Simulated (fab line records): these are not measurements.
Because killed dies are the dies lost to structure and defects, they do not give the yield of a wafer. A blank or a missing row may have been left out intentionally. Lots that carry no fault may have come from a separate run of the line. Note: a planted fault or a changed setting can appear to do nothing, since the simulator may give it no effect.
fab line records / flow rit-cmos
record lots=7 wafers=21 last-day=7
route steps=202 shown GATE@77 FOX2@80 M1@202
lots that met no fault: taken from a fault-free run of the same line
start-h: start of the lot's first displayed wafer, in hours after the record's first day / wait-h: hours from the lot's prior step to this one / " identical to the entry in the row above / L1.1+2: several wafers, shown together as one row / - either no value or no given start / * or withheld: withheld / < > ~ a bound
route shown NAME@n: NAME is a module with steps in the file, n the number in the route of the first one / usual: mean and standard deviation over wafers with no fault / same: alike in all rows / chamber/n: place in a boat / sites: per-site readings / _std_site: how widely they spread, as a standard deviation / _edge_site: inner sites' mean taken away from outer sites' mean / radius-mm: for every site, how far away it sits from the centre of the wafer / mask NAME#n: copy n / behind: the most recent tool/chamber to have shaped the wafer / hold: why the lot was held/for how many hours/how that ended / device: names the non-switching transistor (n, p or np) / end of line: the tests these same wafers got at the end of their route / where a step has no rows: the recipe by itself / killed: count of dies lost to structure and defects at first sort (not the wafer's yield) / map: dies across one wafer; x = killed, . = not, _ = none there
set.NAME: the setting that was run; set.NAME@STEP: the one run at that earlier step / model.NAME: the simulator's own value behind a step, which no gauge read
certain route steps with their lots: each step a table, each wafer a row
services: a tool's chamber out of use, with start hour (start-h, from the record's first day; less than 0 if before it), hours out, and reason
## steps
# step RIT_GATE_CLEAN_02
# recipe chemistry=dHF dilution=50:1 time-s=30
# step RIT_GATE_CLEAN_03
# recipe chemistry=SC2 mix=3:3:50 time-s=600 temp-c=75 dry=n2-spin
# step RIT_GATE_CLEAN_04
# recipe chemistry=dHF dilution=50:1 time-s=60 dry=n2-spin
# step RIT_FOX2_THK_MEAS_91
# recipe reads=SiO2_of_FOX2_OXIDATION_00
# usual FIELD_OXIDE_LEFT_2_THK=256/6.3
lot.wafer=L895.1 tool=film-metro-03 chamber=- start-h=32.94 wait-h=0.0 FIELD_OXIDE_LEFT_2_THK[nm]=256
lot.wafer=L895.4 tool=film-metro-03 chamber=- start-h=32.94 wait-h=0.0 FIELD_OXIDE_LEFT_2_THK[nm]=249
lot.wafer=L895.6 tool=film-metro-03 chamber=- start-h=32.94 wait-h=0.0 FIELD_OXIDE_LEFT_2_THK[nm]=252
lot.wafer=L897.1 tool=film-metro-03 chamber=- start-h=46.83 wait-h=0.0 FIELD_OXIDE_LEFT_2_THK[nm]=258
lot.wafer=L897.3 tool=film-metro-03 chamber=- start-h=46.83 wait-h=0.0 FIELD_OXIDE_LEFT_2_THK[nm]=258
lot.wafer=L897.4 tool=film-metro-03 chamber=- start-h=46.83 wait-h=0.0 FIELD_OXIDE_LEFT_2_THK[nm]=250
lot.wafer=L910.1 tool=film-metro-02 chamber=- start-h=109.12 wait-h=0.0 FIELD_OXIDE_LEFT_2_THK[nm]=270
lot.wafer=L910.5 tool=film-metro-02 chamber=- start-h=109.12 wait-h=0.0 FIELD_OXIDE_LEFT_2_THK[nm]=270
lot.wafer=L910.6 tool=film-metro-02 chamber=- start-h=109.12 wait-h=0.0 FIELD_OXIDE_LEFT_2_THK[nm]=277
lot.wafer=L912.2 tool=film-metro-03 chamber=- start-h=118.27 wait-h=0.0 FIELD_OXIDE_LEFT_2_THK[nm]=260
lot.wafer=L912.3 tool=film-metro-03 chamber=- start-h=118.27 wait-h=0.0 FIELD_OXIDE_LEFT_2_THK[nm]=267
lot.wafer=L912.4 tool=film-metro-03 chamber=- start-h=118.27 wait-h=0.0 FIELD_OXIDE_LEFT_2_THK[nm]=267
lot.wafer=L913.3 tool=film-metro-03 chamber=- start-h=122.07 wait-h=0.0 FIELD_OXIDE_LEFT_2_THK[nm]=251
lot.wafer=L913.4 tool=film-metro-03 chamber=- start-h=122.07 wait-h=0.0 FIELD_OXIDE_LEFT_2_THK[nm]=250
lot.wafer=L913.5 tool=film-metro-03 chamber=- start-h=122.07 wait-h=0.0 FIELD_OXIDE_LEFT_2_THK[nm]=254
lot.wafer=L915.1 tool=film-metro-01 chamber=- start-h=131.85 wait-h=0.0 FIELD_OXIDE_LEFT_2_THK[nm]=251
lot.wafer=L915.3 tool=film-metro-01 chamber=- start-h=131.85 wait-h=0.0 FIELD_OXIDE_LEFT_2_THK[nm]=248
lot.wafer=L915.6 tool=film-metro-01 chamber=- start-h=131.85 wait-h=0.0 FIELD_OXIDE_LEFT_2_THK[nm]=252
lot.wafer=L918.1 tool=film-metro-01 chamber=- start-h=148.82 wait-h=0.0 FIELD_OXIDE_LEFT_2_THK[nm]=257
lot.wafer=L918.2 tool=film-metro-01 chamber=- start-h=148.82 wait-h=0.0 FIELD_OXIDE_LEFT_2_THK[nm]=252
lot.wafer=L918.4 tool=film-metro-01 chamber=- start-h=148.82 wait-h=0.0 FIELD_OXIDE_LEFT_2_THK[nm]=256
# step RIT_GATE_OXIDATION_05
# recipe temp-c=900 ambient=O2 target-thk-a=30 ox-time-s=270
# step RIT_GATE_ANNEAL_06
# recipe temp-c=900 time-s=600 ambient=N2O
# step RIT_GATE_THK_MEAS_07
# recipe reads=SiO2_of_GATE_OXIDATION_05
# usual GATE_OXIDE_THK=2.97/0.058
lot.wafer=L895.1 tool=film-metro-01 chamber=- start-h=34.32 wait-h=0.0 GATE_OXIDE_THK[nm]=3.03
lot.wafer=L895.4 tool=film-metro-01 chamber=- start-h=34.32 wait-h=0.0 GATE_OXIDE_THK[nm]=3.00
lot.wafer=L895.6 tool=film-metro-01 chamber=- start-h=34.32 wait-h=0.0 GATE_OXIDE_THK[nm]=2.90
lot.wafer=L897.1 tool=film-metro-02 chamber=- start-h=48.75 wait-h=0.0 GATE_OXIDE_THK[nm]=3.03
lot.wafer=L897.3 tool=film-metro-02 chamber=- start-h=48.75 wait-h=0.0 GATE_OXIDE_THK[nm]=3.10
lot.wafer=L897.4 tool=film-metro-02 chamber=- start-h=48.75 wait-h=0.0 GATE_OXIDE_THK[nm]=2.96
lot.wafer=L910.1 tool=film-metro-01 chamber=- start-h=112.21 wait-h=0.0 GATE_OXIDE_THK[nm]=2.95
lot.wafer=L910.5 tool=film-metro-01 chamber=- start-h=112.21 wait-h=0.0 GATE_OXIDE_THK[nm]=2.99
lot.wafer=L910.6 tool=film-metro-01 chamber=- start-h=112.21 wait-h=0.0 GATE_OXIDE_THK[nm]=2.94
lot.wafer=L912.2 tool=film-metro-02 chamber=- start-h=119.86 wait-h=0.0 GATE_OXIDE_THK[nm]=2.99
lot.wafer=L912.3 tool=film-metro-02 chamber=- start-h=119.86 wait-h=0.0 GATE_OXIDE_THK[nm]=2.94
lot.wafer=L912.4 tool=film-metro-02 chamber=- start-h=119.86 wait-h=0.0 GATE_OXIDE_THK[nm]=3.02
lot.wafer=L913.3 tool=film-metro-01 chamber=- start-h=123.45 wait-h=0.0 GATE_OXIDE_THK[nm]=2.90
lot.wafer=L913.4 tool=film-metro-01 chamber=- start-h=123.45 wait-h=0.0 GATE_OXIDE_THK[nm]=2.96
lot.wafer=L913.5 tool=film-metro-01 chamber=- start-h=123.45 wait-h=0.0 GATE_OXIDE_THK[nm]=2.99
lot.wafer=L915.1 tool=film-metro-01 chamber=- start-h=133.36 wait-h=0.0 GATE_OXIDE_THK[nm]=3.05
lot.wafer=L915.3 tool=film-metro-01 chamber=- start-h=133.36 wait-h=0.0 GATE_OXIDE_THK[nm]=2.98
lot.wafer=L915.6 tool=film-metro-01 chamber=- start-h=133.36 wait-h=0.0 GATE_OXIDE_THK[nm]=2.93
lot.wafer=L918.1 tool=film-metro-03 chamber=- start-h=150.21 wait-h=0.0 GATE_OXIDE_THK[nm]=3.04
lot.wafer=L918.2 tool=film-metro-03 chamber=- start-h=150.21 wait-h=0.0 GATE_OXIDE_THK[nm]=3.02
lot.wafer=L918.4 tool=film-metro-03 chamber=- start-h=150.21 wait-h=0.0 GATE_OXIDE_THK[nm]=3.00
# step RIT_GATE_CVD_08
# recipe material=poly-Si target-thk-nm=250 temp-c=610 precursor=SiH4 time-s=2220 pressure-mtorr=300 sih4-flow-sccm=100
# step RIT_GATE_THK_MEAS_09
# recipe reads=poly-Si_of_GATE_CVD_08
# usual GATE_POLY_THK=249.9/2.7
lot.wafer=L895.1 tool=film-metro-01 chamber=- start-h=36.00 wait-h=0.0 GATE_POLY_THK[nm]=250.9
lot.wafer=L895.4 tool=film-metro-01 chamber=- start-h=36.00 wait-h=0.0 GATE_POLY_THK[nm]=250.5
lot.wafer=L895.6 tool=film-metro-01 chamber=- start-h=36.00 wait-h=0.0 GATE_POLY_THK[nm]=251.5
lot.wafer=L897.1 tool=film-metro-01 chamber=- start-h=50.43 wait-h=0.0 GATE_POLY_THK[nm]=252.9
lot.wafer=L897.3 tool=film-metro-01 chamber=- start-h=50.43 wait-h=0.0 GATE_POLY_THK[nm]=253.6
lot.wafer=L897.4 tool=film-metro-01 chamber=- start-h=50.43 wait-h=0.0 GATE_POLY_THK[nm]=255.6
lot.wafer=L910.1 tool=film-metro-01 chamber=- start-h=113.89 wait-h=0.0 GATE_POLY_THK[nm]=248.1
lot.wafer=L910.5 tool=film-metro-01 chamber=- start-h=113.89 wait-h=0.0 GATE_POLY_THK[nm]=248.2
lot.wafer=L910.6 tool=film-metro-01 chamber=- start-h=113.89 wait-h=0.0 GATE_POLY_THK[nm]=246.6
lot.wafer=L912.2 tool=film-metro-02 chamber=- start-h=121.53 wait-h=0.0 GATE_POLY_THK[nm]=252.4
lot.wafer=L912.3 tool=film-metro-02 chamber=- start-h=121.53 wait-h=0.0 GATE_POLY_THK[nm]=253.7
lot.wafer=L912.4 tool=film-metro-02 chamber=- start-h=121.53 wait-h=0.0 GATE_POLY_THK[nm]=253.1
lot.wafer=L913.3 tool=film-metro-01 chamber=- start-h=125.17 wait-h=0.0 GATE_POLY_THK[nm]=252.6
lot.wafer=L913.4 tool=film-metro-01 chamber=- start-h=125.17 wait-h=0.0 GATE_POLY_THK[nm]=253.0
lot.wafer=L913.5 tool=film-metro-01 chamber=- start-h=125.17 wait-h=0.0 GATE_POLY_THK[nm]=252.6
lot.wafer=L915.1 tool=film-metro-01 chamber=- start-h=135.97 wait-h=0.0 GATE_POLY_THK[nm]=247.4
lot.wafer=L915.3 tool=film-metro-01 chamber=- start-h=135.97 wait-h=0.0 GATE_POLY_THK[nm]=249.0
lot.wafer=L915.6 tool=film-metro-01 chamber=- start-h=135.97 wait-h=0.0 GATE_POLY_THK[nm]=248.8
lot.wafer=L918.1 tool=film-metro-01 chamber=- start-h=151.88 wait-h=0.0 GATE_POLY_THK[nm]=244.3
lot.wafer=L918.2 tool=film-metro-01 chamber=- start-h=151.88 wait-h=0.0 GATE_POLY_THK[nm]=245.1
lot.wafer=L918.4 tool=film-metro-01 chamber=- start-h=151.88 wait-h=0.0 GATE_POLY_THK[nm]=244.0
# step RIT_GATE_HMDS_10
# recipe prime-time-s=60 prime-temp-c=140
# step RIT_GATE_COAT_11
# recipe resist=NOVOLAK spin-rpm=4250 resist-thk-nm=850
# step RIT_GATE_SOFTBAKE_12
# recipe resist=NOVOLAK temp-c=90 time-s=60
# step RIT_GATE_EXPOSE_13
# recipe mask-id=M6 na=0.6 source-shape=conventional sigma-outer=0.6 target-cd-nm=150 dose-mj=380
lot.wafer=L895.1+4+6 tool=iline-stepper-01 chamber=0 start-h=36.63 wait-h=0.2 mask=M6#0 model.GATE.overlay-x-nm=-0.9684
lot.wafer=L897.1+3+4 tool=iline-stepper-01 chamber=0 start-h=51.12 wait-h=0.1 mask=M6#0 model.GATE.overlay-x-nm=1.143
lot.wafer=L910.1+5+6 tool=iline-stepper-01 chamber=0 start-h=114.40 wait-h=0.1 mask=M6#0 model.GATE.overlay-x-nm=-151.1
lot.wafer=L912.2+3+4 tool=iline-stepper-01 chamber=0 start-h=122.18 wait-h=0.2 mask=M6#0 model.GATE.overlay-x-nm=-148.3
lot.wafer=L913.3+4+5 tool=iline-stepper-01 chamber=0 start-h=125.70 wait-h=0.1 mask=M6#0 model.GATE.overlay-x-nm=-151.3
lot.wafer=L915.1+3+6 tool=iline-stepper-02 chamber=0 start-h=136.60 wait-h=0.2 mask=M6#0 model.GATE.overlay-x-nm=-2.331
lot.wafer=L918.1+2+4 tool=iline-stepper-02 chamber=0 start-h=152.52 wait-h=0.2 mask=M6#0 model.GATE.overlay-x-nm=-1.667
# step RIT_GATE_PEB_14
# recipe resist=NOVOLAK temp-c=withheld time-s=withheld
# step RIT_GATE_DEVELOP_15
# recipe resist=NOVOLAK develop-time-s=50 dev-temp-c=23
# step RIT_GATE_CD_MEAS_16
# recipe target-cd-nm=150
# usual cd-nm=150.4/2.6
lot.wafer=L895.1 tool=cd-sem-02 chamber=- start-h=37.03 wait-h=- cd-nm=148.1
lot.wafer=L895.4 tool=cd-sem-02 chamber=- start-h=37.03 wait-h=- cd-nm=148.8
lot.wafer=L895.6 tool=cd-sem-02 chamber=- start-h=37.03 wait-h=- cd-nm=151.3
lot.wafer=L897.1 tool=cd-sem-02 chamber=- start-h=51.81 wait-h=- cd-nm=146.5
lot.wafer=L897.3 tool=cd-sem-02 chamber=- start-h=51.81 wait-h=- cd-nm=146.3
lot.wafer=L897.4 tool=cd-sem-02 chamber=- start-h=51.81 wait-h=- cd-nm=147.4
lot.wafer=L910.1 tool=cd-sem-02 chamber=- start-h=114.88 wait-h=- cd-nm=149.6
lot.wafer=L910.5 tool=cd-sem-02 chamber=- start-h=114.88 wait-h=- cd-nm=151.0
lot.wafer=L910.6 tool=cd-sem-02 chamber=- start-h=114.88 wait-h=- cd-nm=149.2
lot.wafer=L912.2 tool=cd-sem-01 chamber=- start-h=122.58 wait-h=- cd-nm=153.7
lot.wafer=L912.3 tool=cd-sem-01 chamber=- start-h=122.58 wait-h=- cd-nm=151.5
lot.wafer=L912.4 tool=cd-sem-01 chamber=- start-h=122.58 wait-h=- cd-nm=153.2
lot.wafer=L913.3 tool=cd-sem-02 chamber=- start-h=126.10 wait-h=- cd-nm=151.5
lot.wafer=L913.4 tool=cd-sem-02 chamber=- start-h=126.10 wait-h=- cd-nm=147.7
lot.wafer=L913.5 tool=cd-sem-02 chamber=- start-h=126.10 wait-h=- cd-nm=151.9
lot.wafer=L915.1 tool=cd-sem-02 chamber=- start-h=137.00 wait-h=- cd-nm=149.7
lot.wafer=L915.3 tool=cd-sem-02 chamber=- start-h=137.00 wait-h=- cd-nm=146.5
lot.wafer=L915.6 tool=cd-sem-02 chamber=- start-h=137.00 wait-h=- cd-nm=149.4
lot.wafer=L918.1 tool=cd-sem-01 chamber=- start-h=152.92 wait-h=- cd-nm=152.1
lot.wafer=L918.2 tool=cd-sem-01 chamber=- start-h=152.92 wait-h=- cd-nm=149.7
lot.wafer=L918.4 tool=cd-sem-01 chamber=- start-h=152.92 wait-h=- cd-nm=149.8
# step RIT_GATE_OVL_MEAS_17
# usual GATE_OVL=-0.1/1.1
lot.wafer=L895.1 tool=overlay-02 chamber=- start-h=37.15 wait-h=0.1 hold=- GATE_OVL[nm]=-2.4
lot.wafer=L895.4 tool=overlay-02 chamber=- start-h=37.15 wait-h=0.1 hold=- GATE_OVL[nm]=-0.5
lot.wafer=L895.6 tool=overlay-02 chamber=- start-h=37.15 wait-h=0.1 hold=- GATE_OVL[nm]=0.1
lot.wafer=L897.1 tool=overlay-02 chamber=- start-h=51.93 wait-h=0.1 hold=- GATE_OVL[nm]=-0.2
lot.wafer=L897.3 tool=overlay-02 chamber=- start-h=51.93 wait-h=0.1 hold=- GATE_OVL[nm]=0.9
lot.wafer=L897.4 tool=overlay-02 chamber=- start-h=51.93 wait-h=0.1 hold=- GATE_OVL[nm]=0.2
lot.wafer=L910.1 tool=overlay-01 chamber=- start-h=115.00 wait-h=0.1 hold=await-dispo/0.2h/release GATE_OVL[nm]=-152.0
lot.wafer=L910.5 tool=overlay-01 chamber=- start-h=115.00 wait-h=0.1 hold=await-dispo/0.2h/release GATE_OVL[nm]=-150.3
lot.wafer=L910.6 tool=overlay-01 chamber=- start-h=115.00 wait-h=0.1 hold=await-dispo/0.2h/release GATE_OVL[nm]=-151.4
lot.wafer=L910.1 tool=overlay-01 chamber=- start-h=115.20 wait-h=0.2 hold=- GATE_OVL[nm]=-151.3
lot.wafer=L910.5 tool=overlay-01 chamber=- start-h=115.20 wait-h=0.2 hold=- GATE_OVL[nm]=-149.1
lot.wafer=L910.6 tool=overlay-01 chamber=- start-h=115.20 wait-h=0.2 hold=- GATE_OVL[nm]=-149.8
lot.wafer=L912.2 tool=overlay-01 chamber=- start-h=122.68 wait-h=0.1 hold=await-dispo/0.2h/release GATE_OVL[nm]=-149.2
lot.wafer=L912.3 tool=overlay-01 chamber=- start-h=122.68 wait-h=0.1 hold=await-dispo/0.2h/release GATE_OVL[nm]=-147.5
lot.wafer=L912.4 tool=overlay-01 chamber=- start-h=122.68 wait-h=0.1 hold=await-dispo/0.2h/release GATE_OVL[nm]=-149.9
lot.wafer=L912.2 tool=overlay-01 chamber=- start-h=122.89 wait-h=0.2 hold=- GATE_OVL[nm]=-148.1
lot.wafer=L912.3 tool=overlay-01 chamber=- start-h=122.89 wait-h=0.2 hold=- GATE_OVL[nm]=-146.3
lot.wafer=L912.4 tool=overlay-01 chamber=- start-h=122.89 wait-h=0.2 hold=- GATE_OVL[nm]=-149.2
lot.wafer=L913.3 tool=overlay-02 chamber=- start-h=126.19 wait-h=0.1 hold=await-dispo/0.2h/release GATE_OVL[nm]=-150.0
lot.wafer=L913.4 tool=overlay-02 chamber=- start-h=126.19 wait-h=0.1 hold=await-dispo/0.2h/release GATE_OVL[nm]=-150.6
lot.wafer=L913.5 tool=overlay-02 chamber=- start-h=126.19 wait-h=0.1 hold=await-dispo/0.2h/release GATE_OVL[nm]=-150.5
lot.wafer=L913.3 tool=overlay-02 chamber=- start-h=126.39 wait-h=0.2 hold=- GATE_OVL[nm]=-149.2
lot.wafer=L913.4 tool=overlay-02 chamber=- start-h=126.39 wait-h=0.2 hold=- GATE_OVL[nm]=-149.3
lot.wafer=L913.5 tool=overlay-02 chamber=- start-h=126.39 wait-h=0.2 hold=- GATE_OVL[nm]=-149.6
lot.wafer=L915.1 tool=overlay-01 chamber=- start-h=137.12 wait-h=0.1 hold=- GATE_OVL[nm]=-0.7
lot.wafer=L915.3 tool=overlay-01 chamber=- start-h=137.12 wait-h=0.1 hold=- GATE_OVL[nm]=-1.0
lot.wafer=L915.6 tool=overlay-01 chamber=- start-h=137.12 wait-h=0.1 hold=- GATE_OVL[nm]=-1.1
lot.wafer=L918.1 tool=overlay-02 chamber=- start-h=153.04 wait-h=0.1 hold=- GATE_OVL[nm]=-2.4
lot.wafer=L918.2 tool=overlay-02 chamber=- start-h=153.04 wait-h=0.1 hold=- GATE_OVL[nm]=-1.0
lot.wafer=L918.4 tool=overlay-02 chamber=- start-h=153.04 wait-h=0.1 hold=- GATE_OVL[nm]=-2.0
# step RIT_M1_PROBE_99
# usual defect-limited-yield=97.4/1.2 killed-at-contacts=0.0/0.22 killed-at-front-end=7/3.1 killed-dies=7/3.1 killed-open=3.5/2.2 killed-short=3.3/1.9 sort_bin_3_pad_short=0.1/0.21 sort_bin_5_function=1.4/0.81 sort_bin_6_memory=1.0/0.65 sort-n-pass=257/3.1 sort-yield-pct=97.4/1.2
# same gross-dies=264 killed_at_M0_to_M3=0 killed_at_M4_up=0 killed-at-back-side=0 killed-at-other=0
lot.wafer=L918.1 tool=prober-01 chamber=- start-h=173.55 wait-h=0.1 defect-limited-yield[%]=97.7 killed-at-contacts=0 killed-at-front-end=6 killed-dies=6 killed-open=5 killed-short=1 sort_bin_3_pad_short[%]=0 sort_bin_5_function[%]=1.5 sort_bin_6_memory[%]=0.8 sort-n-pass=258 sort-yield-pct[%]=97.7
lot.wafer=L918.2 tool=prober-01 chamber=- start-h=173.60 wait-h=0.1 defect-limited-yield[%]=98.5 killed-at-contacts=0 killed-at-front-end=4 killed-dies=4 killed-open=1 killed-short=3 sort_bin_3_pad_short[%]=0 sort_bin_5_function[%]=0.4 sort_bin_6_memory[%]=1.1 sort-n-pass=260 sort-yield-pct[%]=98.5
lot.wafer=L918.4 tool=prober-01 chamber=- start-h=173.70 wait-h=0.2 defect-limited-yield[%]=96.2 killed-at-contacts=0 killed-at-front-end=10 killed-dies=10 killed-open=4 killed-short=6 sort_bin_3_pad_short[%]=0.4 sort_bin_5_function[%]=1.5 sort_bin_6_memory[%]=1.9 sort-n-pass=254 sort-yield-pct[%]=96.2
# killed by level:class
L918.1 REOX:geometric-particle:open=2 FOX1:geometric-particle:open=1 SPACER:geometric-particle:open=1 SILICIDE:geometric-particle:short=1 SILICIDE:geometric-particle:open=1
L918.2 FOX1:geometric-particle:short=2 FOX2:geometric-particle:short=1 SILICIDE:geometric-particle:open=1
L918.4 SILICIDE:geometric-particle:short=3 FOX1:geometric-particle:open=2 FOX1:geometric-particle:short=2 GATE:geometric-particle:short=1 GATE:geometric-particle:open=1 SILICIDE:geometric-particle:open=1
## services
tool=iline-stepper-02 chamber=- start-h=39.74 hours=16.8 kind=repair
tool=iline-stepper-02 chamber=- start-h=56.49 hours=8.9 kind=pm
tool=iline-stepper-01 chamber=- start-h=98.45 hours=4.4 kind=pm
## key
first-sign step=RIT_GATE_OVL_MEAS_17 reading=visit direction=added
effect step=RIT_GATE_OVL_MEAS_17 reading=GATE_OVL direction=down sigmas=99+ usual=-0.1 struck=-150.2
model-effect step=RIT_GATE_EXPOSE_13 value=GATE.overlay-x-nm without=-0.2126 struck=-150.2
met-at RIT_GATE_EXPOSE_13
struck-wafers L910.1,L910.5,L910.6,L912.2,L912.3,L912.4,L913.3,L913.4,L913.5
scrapped-behind RIT_GATE_OVL_MEAS_17 L910.1,L910.5,L910.6,L912.2,L912.3,L912.4,L913.3,L913.4,L913.5
onset-between 51.12 114.40
fault kind=scanner-matching-overlay tool=iline-stepper-01 chamber=- onset-h=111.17 steps=RIT_GATE_EXPOSE_13 offset=-150
